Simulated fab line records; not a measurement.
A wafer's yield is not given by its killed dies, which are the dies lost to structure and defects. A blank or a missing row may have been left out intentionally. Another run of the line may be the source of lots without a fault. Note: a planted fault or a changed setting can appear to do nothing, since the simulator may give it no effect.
The tool behind it: which one? | flow ritCmos | at 1 step of a route of 202, 14 lots with 42 wafers sampled

== WHAT THE GAUGES READ, wafer by wafer ==
The record holds no reading of a measuring or inspecting step that can be judged against a usual standard deviation.

== WHAT TOOL EACH LOT RAN ON (gives the tool, then ch and the chambers of the sampled wafers, and finally the start) ==
lot  | RIT_CONTACT_DEVELOP_07
L612 | lithoTrack-04 ch 0, day 3 09:00
L614 | lithoTrack-04 ch 0, day 3 23:00
L615 | lithoTrack-04 ch 0, day 4 03:00
L616 | lithoTrack-04 ch 0, day 4 08:00
L618 | lithoTrack-04, day 4 14:00
L619 | lithoTrack-01, day 4 16:00
L625 | lithoTrack-03 ch 0, day 5 22:00
L627 | lithoTrack-01 ch 0, day 6 08:00
L629 | lithoTrack-01 ch 0, day 6 17:00
L631 | lithoTrack-01 ch 0, day 7 02:00
L632 | lithoTrack-01 ch 0, day 7 07:00
L633 | lithoTrack-01 ch 0, day 7 11:00
L634 | lithoTrack-04 ch 0, day 7 17:00
L635 | lithoTrack-01 ch 0, day 7 22:00
- RIT_CONTACT_DEVELOP_07: develop time 120 s.

== AS READ BY THE TOOLS THEMSELVES (means over the sampled wafers that have a number; for cases with no such wafer, the mark the record gives instead) ==
RIT_CONTACT_DEVELOP_07.
lot  | tool          | chillPlateTempC (C)
L612 | lithoTrack-04 | 22.90
L614 | lithoTrack-04 | 22.88
L615 | lithoTrack-04 | 23.19
L616 | lithoTrack-04 | 23.07
L618 | lithoTrack-04 | -
L619 | lithoTrack-01 | -
L625 | lithoTrack-03 | 23.00
L627 | lithoTrack-01 | 23.03
L629 | lithoTrack-01 | 23.05
L631 | lithoTrack-01 | 22.90
L632 | lithoTrack-01 | 23.04
L633 | lithoTrack-01 | 23.05
L634 | lithoTrack-04 | 22.94
L635 | lithoTrack-01 | 22.87

== THE ANSWER, worked out from the rows above alone ==
Rule: what is usual is taken from the lots themselves. The widest of any qualifying gaps counts: lots, ordered by their means at a reading, are off when they make up no more than a third of the lots, leave a main group of 4 or more, and stand apart from it by 3 or more times the standard deviation of that group's means. A main group whose means are all the same, to the digits that the tables above print for the reading, isn't used. Also off: a lot with no number at a reading for which 4 or more lots have one. All remaining lots with rows at the step are treated as sound. The gauges are gone through in route order, then the tools' own readings, and for those a lot's mean is taken as printed above. The first step at which some lot is off is used, and at that step the reading that is off furthest; a lot without a number counts as furthest.
Off at RIT_CONTACT_DEVELOP_07 (chillPlateTempC): L618, L619. Without a number there: L618, L619. For the main group the mean is 22.99 C and the standard deviation 0.093.
If a tool, at that step or one of the process steps before it, ran each lot that is off and ran no sound lot following the first of them, it fits. Of those tried, none fits.

== WHAT WAS PUT IN BY THE SIMULATOR ==
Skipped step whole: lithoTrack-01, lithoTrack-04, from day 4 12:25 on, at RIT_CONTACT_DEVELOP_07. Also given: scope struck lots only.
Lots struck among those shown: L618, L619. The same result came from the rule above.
